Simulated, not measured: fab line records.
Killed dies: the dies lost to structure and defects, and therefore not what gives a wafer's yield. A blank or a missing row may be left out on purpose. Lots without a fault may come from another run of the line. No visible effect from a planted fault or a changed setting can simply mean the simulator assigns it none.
fab line records ; flow berkeleyCmos170
record lots=15; wafers=45; lastDay=11
route steps=331 shown SILICIDE@211 CONTACT@234 M1@238
lots with no fault: from the same line, run without faults
startH: hours from the record's first day to the start of the lot's first wafer shown ; waitH: time in hours since the lot's previous step ; " same as the row above ; L1.1+2: a row that stands for several wafers ; - no value, or no start was given ; * or withheld: withheld ; < > ~ a bound
route shown NAME@n: names a module that has steps shown in the file, with the first one's number in the route ; usual: mean and standard deviation over wafers with no fault ; same: alike in all rows ; chamber/n: place in a boat ; sites: per-site readings ; _std_site: the standard deviation of these ; _edge_site: the outer-site mean with the inner-site mean subtracted ; radiusMm: for every site, how far away it sits from the centre of the wafer ; mask NAME#n: copy n ; behind: tool/chamber where the wafer was last shaped ; hold: the reason the lot was held/the length of the hold in hours/how it ended ; device: transistor that didn't switch, given as n, p or np ; end of line: tests of these same wafers at the route's end ; step lacking rows: just its recipe ; killed: dies lost to structure and defects at the first sort, not the wafer's yield ; map: a wafer's dies, marking killed ones x, the rest . and places with no die _
set.NAME: the setting as run; set.NAME@STEP: as run at that earlier step ; model.NAME: the simulator's own value behind a step, which no gauge read
route steps across a sampled set of lots; one table per step, one row per wafer
services: a tool's chamber out of use, with start hour (startH, from the record's first day; less than 0 if before it), hours out, and reason
## steps
# step UCB170_SILICIDE_SPUTTER_01
# recipe material=Ti; targetThkNm=30; timeS=25; powerW=1500; chamberPressurePa=0.5
# usual throttleValvePct=29.6/1.1
lot.wafer;tool;chamber;startH;waitH;throttleValvePct
L629.1;pvdSputter-03;-;139.58;0.0;28.8
L629.2;pvdSputter-03;-;139.58;0.0;27.8
L629.3;pvdSputter-03;-;139.58;0.0;29.8
L628.1;pvdSputter-04;-;140.06;0.0;30.5
L628.3;pvdSputter-04;-;140.06;0.0;27.7
L628.6;pvdSputter-04;-;140.06;0.0;30.7
L634.1;pvdSputter-01;-;175.57;0.0;30.1
L634.3;pvdSputter-01;-;175.57;0.0;29.6
L634.4;pvdSputter-01;-;175.57;0.0;29.1
L635.2;pvdSputter-03;-;175.87;0.0;28.6
L635.3;pvdSputter-03;-;175.87;0.0;31.0
L635.5;pvdSputter-03;-;175.87;0.0;31.0
L639.1;pvdSputter-03;-;190.41;0.0;28.7
L639.3;pvdSputter-03;-;190.41;0.0;29.9
L639.4;pvdSputter-03;-;190.41;0.0;28.3
L638.1;pvdSputter-01;-;190.74;0.0;30.4
L638.2;pvdSputter-01;-;190.74;0.0;29.3
L638.5;pvdSputter-01;-;190.74;0.0;29.5
L636.4;pvdSputter-04;-;190.96;0.0;31.0
L636.5;pvdSputter-04;-;190.96;0.0;30.8
L636.6;pvdSputter-04;-;190.96;0.0;30.0
L637.1;pvdSputter-03;-;191.72;0.0;29.6
L637.3;pvdSputter-03;-;191.72;0.0;28.6
L637.5;pvdSputter-03;-;191.72;0.0;31.4
L640.3;pvdSputter-01;-;207.09;0.0;30.0
L640.4;pvdSputter-01;-;207.09;0.0;29.4
L640.6;pvdSputter-01;-;207.09;0.0;29.7
L644.2;pvdSputter-04;-;218.51;0.0;30.8
L644.4;pvdSputter-04;-;218.51;0.0;31.2
L644.6;pvdSputter-04;-;218.51;0.0;30.6
L646.2;pvdSputter-03;-;226.15;0.0;31.1
L646.3;pvdSputter-03;-;226.15;0.0;29.5
L646.4;pvdSputter-03;-;226.15;0.0;28.7
L647.1;pvdSputter-03;-;243.15;0.0;30.9
L647.3;pvdSputter-03;-;243.15;0.0;28.0
L647.5;pvdSputter-03;-;243.15;0.0;28.7
L650.2;pvdSputter-04;-;243.34;0.0;29.7
L650.3;pvdSputter-04;-;243.34;0.0;30.9
L650.6;pvdSputter-04;-;243.34;0.0;30.7
L648.1;pvdSputter-01;-;243.60;0.0;29.1
L648.4;pvdSputter-01;-;243.60;0.0;28.7
L648.5;pvdSputter-01;-;243.60;0.0;30.2
L649.2;pvdSputter-01;-;244.15;0.0;30.4
L649.5;pvdSputter-01;-;244.15;0.0;29.6
L649.6;pvdSputter-01;-;244.15;0.0;28.7
# step UCB170_CONTACT_ETCH_18
# recipe chemistry=CHF3/CF4/Ar; target=PSG; stopOn=TiSi2; CHF3_flow_sccm=45; cf4FlowSccm=15; Ar_flow_sccm=150; pressureMtorr=200; rfW=700; targetDepthA=8400; overEtchFrac=0.2; timeS=195
# usual CHF3_flow_sccm=44.97/0.16; cf4FlowSccm=14.99/0.048; drypumpMotorCurrentA=5.9/0.4; oesProductAu=0.888/0.015; rfFwdPowerW=697.3/2.1; throttleValvePct=6.98/0.12
lot.wafer;tool;chamber;startH;waitH;CHF3_flow_sccm;cf4FlowSccm;drypumpMotorCurrentA;oesProductAu;rfFwdPowerW;rfHoursCounterH;throttleValvePct
L629.1;rieDiel-03;2;145;-;45.09;14.99;5.8;0.880;697.3;11;7.11
L629.2;rieDiel-03;3;145;-;44.91;15.08;5.5;0.905;699.0;2;7.00
L629.3;rieDiel-03;1;145;-;45.03;15.04;5.3;0.930;693.3;12;6.91
L628.1;rieDiel-02;2;148;-;44.96;15.04;6.4;0.871;696.3;10;7.11
L628.3;rieDiel-02;1;148;-;44.85;14.95;5.8;0.891;695.6;77;7.04
L628.6;rieDiel-02;2;148;-;44.86;14.98;6.4;0.867;698.1;-;7.09
L634.1;rieDiel-03;1;180;-;44.99;15.03;5.4;0.917;699.1;14;6.90
L634.3;rieDiel-03;2;180;-;44.90;15.00;5.8;0.871;699.0;13;7.09
L634.4;rieDiel-03;2;180;-;44.98;15.03;5.8;0.874;698.9;-;7.10
L635.2;rieDiel-02;1;181;-;45.05;14.99;5.8;0.885;696.4;78;7.03
L635.3;rieDiel-02;2;181;-;45.19;14.99;6.4;0.872;697.0;12;7.10
L635.5;rieDiel-02;2;181;-;44.94;15.03;6.4;0.884;696.7;-;7.09
L639.1;rieDiel-03;1;196;-;44.73;14.93;5.4;0.929;699.4;15;6.89
L639.3;rieDiel-03;0;196;-;44.87;14.99;6.5;0.891;694.2;0;6.74
L639.4;rieDiel-03;3;196;-;45.03;15.00;5.6;0.906;695.9;5;6.99
L638.1;rieDiel-02;1;196;-;-;-;-;-;-;-;-
L638.2;rieDiel-02;3;196;-;-;-;-;-;-;-;-
L638.5;rieDiel-02;2;196;-;-;-;-;-;-;-;-
L636.4;rieDiel-03;3;196;-;-;-;-;-;-;-;-
L636.5;rieDiel-03;0;196;-;-;-;-;-;-;-;-
L636.6;rieDiel-03;3;196;-;-;-;-;-;-;-;-
L637.1;rieDiel-02;3;198;-;-;-;-;-;-;-;-
L637.3;rieDiel-02;0;198;-;-;-;-;-;-;-;-
L637.5;rieDiel-02;1;198;-;-;-;-;-;-;-;-
L640.3;rieDiel-02;1;214;-;44.96;14.95;5.9;0.883;696.1;80;7.07
L640.4;rieDiel-02;2;214;-;45.20;14.92;6.4;0.869;697.5;13;7.08
L640.6;rieDiel-02;2;214;-;45.02;14.93;6.4;0.872;698.6;-;7.11
L644.2;rieDiel-04;0;225;-;45.01;15.02;5.9;0.873;695.3;20;7.00
L644.4;rieDiel-04;1;225;-;44.91;14.99;6.4;0.881;697.5;22;6.99
L644.6;rieDiel-04;1;225;-;44.83;14.98;6.4;0.879;693.6;-;6.99
L646.2;rieDiel-03;3;232;-;44.87;14.99;5.5;0.895;697.5;7;7.02
L646.3;rieDiel-03;2;232;-;44.76;14.98;5.8;0.876;694.8;16;7.12
L646.4;rieDiel-03;0;232;-;45.23;14.97;6.5;0.883;700.5;2;6.71
L647.1;rieDiel-03;0;249;-;44.80;14.98;6.5;0.883;696.3;3;6.72
L647.3;rieDiel-03;2;249;-;45.01;14.99;5.8;0.871;695.9;17;7.11
L647.5;rieDiel-03;2;249;-;44.76;14.92;5.8;0.878;698.6;-;7.11
L650.2;rieDiel-02;1;249;-;45.05;14.94;5.8;0.896;696.3;82;7.06
L650.3;rieDiel-02;3;249;-;44.96;15.01;5.5;0.892;696.2;36;7.12
L650.6;rieDiel-02;3;249;-;45.03;15.01;5.5;0.890;696.5;-;7.14
L648.1;rieDiel-04;0;250;-;45.25;14.96;5.9;0.877;701.8;22;6.99
L648.4;rieDiel-04;2;250;-;45.01;15.00;6.3;0.884;700.2;0;6.95
L648.5;rieDiel-04;3;250;-;44.98;14.96;5.3;0.894;696.1;-;6.76
L649.2;rieDiel-04;2;251;-;44.98;14.96;6.2;0.885;695.0;0;6.96
L649.5;rieDiel-04;1;251;-;45.17;15.04;6.3;0.878;696.5;-;6.98
L649.6;rieDiel-04;2;251;-;45.14;14.93;6.3;0.877;695.7;-;6.95
# step UCB170_CONTACT_STRIP_19
# recipe chemistry=O2; powerW=400; pressureMtorr=3500; platenTempC=withheld; o2FlowSccm=400; overashFraction=0.5
# usual drypumpMotorCurrentA=5.59/0.16; oesProductAu=0.726/0.0049
lot.wafer;tool;chamber;startH;waitH;drypumpMotorCurrentA;oesProductAu;rfHoursCounterH
L629.1;plasmaAsher-02;1;145.52;-;5.55;0.724;42
L629.2;plasmaAsher-02;0;145.52;-;5.90;0.727;42
L629.3;plasmaAsher-02;0;145.52;-;5.90;0.721;-
L628.1;plasmaAsher-02;1;148.68;-;5.55;0.723;42
L628.3;plasmaAsher-02;0;148.68;-;5.88;0.712;-
L628.6;plasmaAsher-02;1;148.68;-;5.55;0.721;-
L634.1;plasmaAsher-01;0;180.74;-;5.45;0.729;7
L634.3;plasmaAsher-01;0;180.74;-;5.41;0.730;-
L634.4;plasmaAsher-01;1;180.74;-;5.47;0.729;-
L635.2;plasmaAsher-03;1;181.89;-;5.71;0.727;41
L635.3;plasmaAsher-03;0;181.89;-;5.47;0.723;-
L635.5;plasmaAsher-03;0;181.89;-;5.48;0.731;-
L639.1;plasmaAsher-03;0;196.42;-;5.48;0.728;43
L639.3;plasmaAsher-03;1;196.42;-;5.70;0.730;-
L639.4;plasmaAsher-03;0;196.42;-;5.49;0.730;-
L638.1;plasmaAsher-02;0;196.54;-;5.90;0.729;48
L638.2;plasmaAsher-02;1;196.54;-;5.51;0.720;48
L638.5;plasmaAsher-02;0;196.54;-;5.87;0.728;-
L636.4;plasmaAsher-03;1;196.83;-;5.66;0.735;-
L636.5;plasmaAsher-03;0;196.83;-;5.47;0.730;-
L636.6;plasmaAsher-03;1;196.83;-;5.73;0.727;-
L637.1;plasmaAsher-01;1;198.32;-;5.48;0.736;9
L637.3;plasmaAsher-01;1;198.32;-;5.50;0.727;-
L637.5;plasmaAsher-01;0;198.32;-;5.43;0.728;-
L640.3;plasmaAsher-01;1;214.46;-;5.49;0.729;-
L640.4;plasmaAsher-01;0;214.46;-;5.44;0.722;-
L640.6;plasmaAsher-01;0;214.46;-;5.41;0.724;-
L644.2;plasmaAsher-03;1;225.98;-;5.71;0.722;46
L644.4;plasmaAsher-03;0;225.98;-;5.49;0.718;-
L644.6;plasmaAsher-03;1;225.98;-;5.75;0.721;-
L646.2;plasmaAsher-03;1;232.56;-;5.69;0.732;47
L646.3;plasmaAsher-03;1;232.56;-;5.77;0.724;-
L646.4;plasmaAsher-03;0;232.56;-;5.47;0.732;-
L647.1;plasmaAsher-02;1;249.51;-;5.56;0.724;54
L647.3;plasmaAsher-02;0;249.51;-;5.88;0.723;-
L647.5;plasmaAsher-02;0;249.51;-;5.87;0.715;-
L650.2;plasmaAsher-03;0;249.78;-;5.49;0.735;50
L650.3;plasmaAsher-03;0;249.78;-;5.49;0.722;-
L650.6;plasmaAsher-03;1;249.78;-;5.72;0.721;-
L648.1;plasmaAsher-02;1;250.53;-;5.55;0.729;54
L648.4;plasmaAsher-02;1;250.53;-;5.54;0.720;-
L648.5;plasmaAsher-02;1;250.53;-;5.56;0.718;-
L649.2;plasmaAsher-03;1;252.00;-;5.73;0.718;50
L649.5;plasmaAsher-03;0;252.00;-;5.48;0.717;-
L649.6;plasmaAsher-03;1;252.00;-;5.71;0.721;-
# step UCB170_CONTACT_CD_MEAS_90
# recipe targetCdNm=700
# usual cdNm=700.1/1.6
lot.wafer;tool;chamber;startH;waitH;cdNm
L629.1;cdSem-01;-;145.62;0.1;698.8
L629.2;cdSem-01;-;145.62;0.1;699.3
L629.3;cdSem-01;-;145.62;0.1;701.6
L628.1;cdSem-02;-;148.78;0.1;700.9
L628.3;cdSem-02;-;148.78;0.1;701.7
L628.6;cdSem-02;-;148.78;0.1;701.8
L634.1;cdSem-01;-;180.84;0.1;700.1
L634.3;cdSem-01;-;180.84;0.1;696.7
L634.4;cdSem-01;-;180.84;0.1;696.8
L635.2;cdSem-02;-;182.01;0.1;702.4
L635.3;cdSem-02;-;182.01;0.1;701.2
L635.5;cdSem-02;-;182.01;0.1;701.9
L639.1;cdSem-02;-;196.54;0.1;702.1
L639.3;cdSem-02;-;196.54;0.1;700.7
L639.4;cdSem-02;-;196.54;0.1;699.6
L638.1;cdSem-02;-;196.66;0.1;-
L638.2;cdSem-02;-;196.66;0.1;-
L638.5;cdSem-02;-;196.66;0.1;-
L636.4;cdSem-02;-;196.96;0.1;-
L636.5;cdSem-02;-;196.96;0.1;-
L636.6;cdSem-02;-;196.96;0.1;-
L637.1;cdSem-02;-;198.42;0.1;-
L637.3;cdSem-02;-;198.42;0.1;-
L637.5;cdSem-02;-;198.42;0.1;-
L640.3;cdSem-02;-;214.59;0.1;700.2
L640.4;cdSem-02;-;214.59;0.1;700.0
L640.6;cdSem-02;-;214.59;0.1;698.7
L644.2;cdSem-01;-;226.15;0.1;698.9
L644.4;cdSem-01;-;226.15;0.1;697.5
L644.6;cdSem-01;-;226.15;0.1;699.2
L646.2;cdSem-02;-;232.68;0.1;698.9
L646.3;cdSem-02;-;232.68;0.1;698.4
L646.4;cdSem-02;-;232.68;0.1;699.0
L647.1;cdSem-01;-;249.61;0.1;700.0
L647.3;cdSem-01;-;249.61;0.1;698.6
L647.5;cdSem-01;-;249.61;0.1;696.5
L650.2;cdSem-02;-;249.90;0.1;701.2
L650.3;cdSem-02;-;249.90;0.1;698.8
L650.6;cdSem-02;-;249.90;0.1;699.5
L648.1;cdSem-02;-;250.63;0.1;698.2
L648.4;cdSem-02;-;250.63;0.1;697.9
L648.5;cdSem-02;-;250.63;0.1;698.2
L649.2;cdSem-02;-;252.12;0.1;701.0
L649.5;cdSem-02;-;252.12;0.1;701.9
L649.6;cdSem-02;-;252.12;0.1;699.5
# step UCB170_M1_SPUTTER_00
# recipe material=Al; targetThkNm=600; timeS=80; powerW=6000; chamberPressurePa=0.5
# usual throttleValvePct=29.8/0.99
lot.wafer;tool;chamber;startH;waitH;throttleValvePct
L629.1;pvdSputter-02;-;146.94;0.0;30.1
L629.2;pvdSputter-02;-;146.94;0.0;29.4
L629.3;pvdSputter-02;-;146.94;0.0;31.4
L628.1;pvdSputter-04;-;149.07;0.0;29.6
L628.3;pvdSputter-04;-;149.07;0.0;30.6
L628.6;pvdSputter-04;-;149.07;0.0;31.1
L634.1;pvdSputter-02;-;181.13;0.0;29.8
L634.3;pvdSputter-02;-;181.13;0.0;30.2
L634.4;pvdSputter-02;-;181.13;0.0;31.2
L635.2;pvdSputter-04;-;182.29;0.0;27.8
L635.3;pvdSputter-04;-;182.29;0.0;30.6
L635.5;pvdSputter-04;-;182.29;0.0;30.9
L639.1;pvdSputter-04;-;196.83;0.0;30.2
L639.3;pvdSputter-04;-;196.83;0.0;31.2
L639.4;pvdSputter-04;-;196.83;0.0;27.7
L640.3;pvdSputter-01;-;214.87;0.0;28.9
L640.4;pvdSputter-01;-;214.87;0.0;29.2
L640.6;pvdSputter-01;-;214.87;0.0;29.1
L644.2;pvdSputter-01;-;226.43;0.0;29.8
L644.4;pvdSputter-01;-;226.43;0.0;30.1
L644.6;pvdSputter-01;-;226.43;0.0;29.4
L646.2;pvdSputter-01;-;232.97;0.0;29.0
L646.3;pvdSputter-01;-;232.97;0.0;29.8
L646.4;pvdSputter-01;-;232.97;0.0;29.2
L647.1;pvdSputter-01;-;249.90;0.0;28.9
L647.3;pvdSputter-01;-;249.90;0.0;29.5
L647.5;pvdSputter-01;-;249.90;0.0;29.7
L650.2;pvdSputter-02;-;250.18;0.0;29.8
L650.3;pvdSputter-02;-;250.18;0.0;31.5
L650.6;pvdSputter-02;-;250.18;0.0;29.5
L648.1;pvdSputter-01;-;250.92;0.0;29.5
L648.4;pvdSputter-01;-;250.92;0.0;28.6
L648.5;pvdSputter-01;-;250.92;0.0;30.1
L649.2;pvdSputter-02;-;252.40;0.0;30.2
L649.5;pvdSputter-02;-;252.40;0.0;29.6
L649.6;pvdSputter-02;-;252.40;0.0;31.3
## services
tool;chamber;startH;hours;kind
plasmaAsher-01;0;117.75;-;clean
plasmaAsher-01;1;117.75;-;clean
rieDiel-03;-;121.18;2.8;pm
rieDiel-03;2;131.15;10.1;repair
pvdSputter-04;-;135.64;3.4;repair
pvdSputter-03;-;152.03;2.8;repair
pvdSputter-02;-;157.53;2.8;repair
rieDiel-03;0;164.36;-;clean
rieDiel-03;0;164.36;23.3;scheduledDown
rieDiel-03;0;164.36;23.3;ventCycle
rieDiel-02;1;168.39;8.0;repair
rieDiel-04;1;179.49;4.3;repair
plasmaAsher-02;-;197.89;0.8;repair
rieDiel-04;2;232.41;-;clean
rieDiel-04;2;232.41;16.2;scheduledDown
rieDiel-04;2;232.41;16.2;ventCycle
rieDiel-02;-;233.14;2.8;pm
plasmaAsher-02;-;237.39;1.4;repair
pvdSputter-03;-;243.58;1.7;repair
pvdSputter-04;-;247.46;16.0;repair
## key
firstSign step=UCB170_CONTACT_ETCH_18; reading=toolRecord; direction=missing
effect step=UCB170_CONTACT_CD_MEAS_90; reading=cdNm; direction=missing
metAt UCB170_CONTACT_ETCH_18
struckLots L636,L637,L638
laterRowsLeftOut L636.4,L636.5,L636.6,L637.1,L637.3,L637.5,L638.1,L638.2,L638.5
sortLeftOut L636.4,L636.5,L636.6,L637.1,L637.3,L637.5,L638.1,L638.2,L638.5
testerLeftOut L636,L637,L638
notActingAt UCB170_SILICIDE_SPUTTER_01,UCB170_CONTACT_STRIP_19,UCB170_M1_SPUTTER_00
fault kind=skippedStepWhole; tool=rieDiel-02,rieDiel-03; chamber=-; onsetH=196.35; steps=UCB170_CONTACT_ETCH_18; scope=struckLotsOnly
# testerLeftOut: of these lots the tester's yield and bins aren't shown, on N5 and GAA mostly nor the transistor test; their killed dies are dies lost to structure and defects alone, not to doping, threshold or leakage, so they don't give the yield
# sortLeftOut: the simulated sort isn't trusted on such a fault, so these wafers' sort isn't shown, and their yield isn't known
# laterRowsLeftOut: the simulator's readings of these wafers behind a module that went badly wrong aren't trusted and aren't shown, but for the sort
